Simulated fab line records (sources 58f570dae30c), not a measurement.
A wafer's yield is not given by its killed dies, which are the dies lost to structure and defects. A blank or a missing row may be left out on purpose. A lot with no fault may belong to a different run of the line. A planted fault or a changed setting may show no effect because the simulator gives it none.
Which tool was responsible? ; flow berkeley cmos170 ; 45 wafers from 15 lots sampled at 2 of the route's 331 steps

WHAT THE GAUGES READ, wafer by wafer
UCB170_NWELL_THK_MEAS_02.
lot;measured;on;NWELL_OXIDE_THK (nm)
L175;day 2 07:08;film metro-01;25.5 26.0 26.2
L177;day 2 13:24;film metro-02;25.9 26.4 26.0
L178;day 2 13:23;film metro-01;25.9 26.0 26.0
L179;day 2 16:35;film metro-01;26.8 26.8 27.5
L180;day 3 00:47;film metro-03;26.1 26.9 26.8
L181;day 3 06:25;film metro-02;26.4 26.5 26.1
L184;day 3 23:18;film metro-02;22.5 22.9 22.7
L187;day 4 20:07;film metro-01;23.4 23.5 23.7
L188;day 4 20:06;film metro-03;24.0 23.5 23.2
L189;day 5 00:17;film metro-03;26.9 27.0 26.5
L191;day 5 04:56;film metro-02;26.4 26.8 26.8
L192;day 5 12:29;film metro-03;26.3 26.5 26.6
L194;day 5 19:26;film metro-02;27.2 27.3 27.3
L195;day 6 08:40;film metro-01;25.9 25.8 25.9
L198;day 6 20:58;film metro-02;26.3 25.9 26.2

WHICH TOOL RAN EACH LOT (tool, then ch and the chambers of the sampled wafers, then the start)
lot;UCB170_NWELL_OXIDATION_01
L175;furnace-02 ch 0, day 2 05:47
L177;furnace-04 ch 0, day 2 12:01
L178;furnace-04 ch 0, day 2 12:01
L179;furnace-03 ch 0, day 2 15:14
L180;furnace-02 ch 0, day 2 23:26
L181;furnace-02 ch 0, day 3 05:02
L184;furnace-04 ch 0, day 3 21:57
L187;furnace-04 ch 0, day 4 18:45
L188;furnace-04 ch 0, day 4 18:45
L189;furnace-03 ch 0, day 4 22:56
L191;furnace-02 ch 0, day 5 03:34
L192;furnace-03 ch 0, day 5 11:08
L194;furnace-03 ch 0, day 5 18:04
L195;furnace-02 ch 0, day 6 07:19
L198;furnace-02 ch 0, day 6 19:37
- UCB170_NWELL_OXIDATION_01: target thk 26.4 nm, ox time 1260 s.

AS READ BY THE TOOLS THEMSELVES (means over the sampled wafers that have a number; for cases with no such wafer, the mark the record gives instead)
UCB170_NWELL_OXIDATION_01.
lot;tool;spike tc source C (C);tube_center_temp_C_max;zone power load pct (%);zone power source pct (%)
L175;furnace-02;1023.2;1002.6;37;34.1
L177;furnace-04;1022.6;1002.3;32;35.8
L178;furnace-04;1022.2;1002.4;31;35.8
L179;furnace-03;1024.2;1002.7;28;33.5
L180;furnace-02;1022.1;1002.6;37;34.1
L181;furnace-02;1022.6;1002.4;38;33.7
L184;furnace-04;1021.8;1002.4;31;36.1
L187;furnace-04;1021.5;1002.7;31;36.2
L188;furnace-04;1023.1;1002.4;32;36.1
L189;furnace-03;1023.7;1002.5;28;33.2
L191;furnace-02;1022.7;1002.4;37;34.0
L192;furnace-03;1024.0;1002.8;28;33.2
L194;furnace-03;1024.6;1002.5;28;33.1
L195;furnace-02;1021.6;1002.5;37;33.8
L198;furnace-02;1021.6;1002.8;37;33.7

THE ANSWER, worked out from the rows above alone
Rule: the usual values come from the lots themselves. Put in order of their means at a reading, lots are off if they are a third of the lots or fewer, leave a main group of 4 or more, and stand apart from it by a gap of 3 or more times the standard deviation of the main group's means; of several such gaps the widest counts. A main group whose means are all the same, to the digits that the tables above print for the reading, isn't used. A lot without any number at a reading at which 4 lots or more have one is off too. Any other lot the step has rows for is counted as sound. First the gauges in route order, then the tools' own readings, where a lot's mean is used as printed above. The first step at which some lot is off is used, and at that step the reading that is off furthest; a lot without a number counts as furthest.
Off: L184, L187, L188, seen at UCB170_NWELL_THK_MEAS_02 (NWELL_OXIDE_THK). For the main group the mean is 26.4 nm and the standard deviation 0.44.
If a tool, at a process step before that reading, ran all the lots that are off and no sound lot after the first of them, it fits. The gauges at UCB170_NWELL_THK_MEAS_02 aren't tried: what is off there is off at UCB170_NWELL_OXIDATION_01 too, on other tools, and a gauge's error can't cause that. One fits: UCB170_NWELL_OXIDATION_01 on furnace-04. Its last sound lot is L177 (day 2 12:01), its first lot that is off L184 (day 3 21:57): a fault that began between those two fits.

WHAT THE SIMULATOR HAD PUT IN
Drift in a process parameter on furnace-04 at UCB170_NWELL_OXIDATION_01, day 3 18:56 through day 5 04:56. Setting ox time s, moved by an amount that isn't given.
Struck lots among those shown: L184, L188, L187. The rule given above showed the same thing.
